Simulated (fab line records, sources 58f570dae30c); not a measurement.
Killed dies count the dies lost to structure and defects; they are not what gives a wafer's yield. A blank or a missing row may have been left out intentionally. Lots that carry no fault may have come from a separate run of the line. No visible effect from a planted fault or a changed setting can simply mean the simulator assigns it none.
Chamber matching ; flow berkeley cmos170 ; UCB170_V2_CVD_00 on pecvd-04 has 3 sister chambers
The step deposits SiO2 from TEOS/O2, target thk 2000 nm, time 250 s. 3 wafers are shown with their chamber, then 7 later ones without.

WAFERS, EACH WITH ITS CHAMBER
wafer;chamber;heater power w (W)
L464.6;2;285
L467.1;0;251
L467.2;1;270

WAFERS WITHOUT THEIR CHAMBER
wafer;heater power w (W)
L467.4;264
L471.1;268
L471.2;239
L471.6;171
L478.2;174
L478.5;153
L478.6;182

WHICH CHAMBER EACH WENT THROUGH
wafer;from the rows above;in truth
L467.4;can't be placed: 1 or 0 or 2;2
L471.1;can't be placed: 1 or 0 or 2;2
L471.2;can't be placed: 0 or 1 or 2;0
L471.6;can't be placed: 0 or 1 or 2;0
L478.2;can't be placed: 0 or 1 or 2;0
L478.5;can't be placed: 0 or 1 or 2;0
L478.6;can't be placed: 0 or 1 or 2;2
Correct placement for 0 of the 7. Unplaceable from these rows: 7, with the true chamber sitting among the candidates in 7. Wrongly placed: 0.
How it was worked out, from the rows above alone: a wafer's distance from a chamber is the root of the sum, over the readings, of the square of ((its reading less the chamber's mean) divided by the reading's scatter). The wafer belongs to the nearest chamber; if the next one is less than 2 further off, it can't be placed. The mean given for a chamber averages the wafers shown for that chamber. The scatter: root of mean squared gap, hidden wafer to nearest shown wafer, with one shown wafer a chamber.
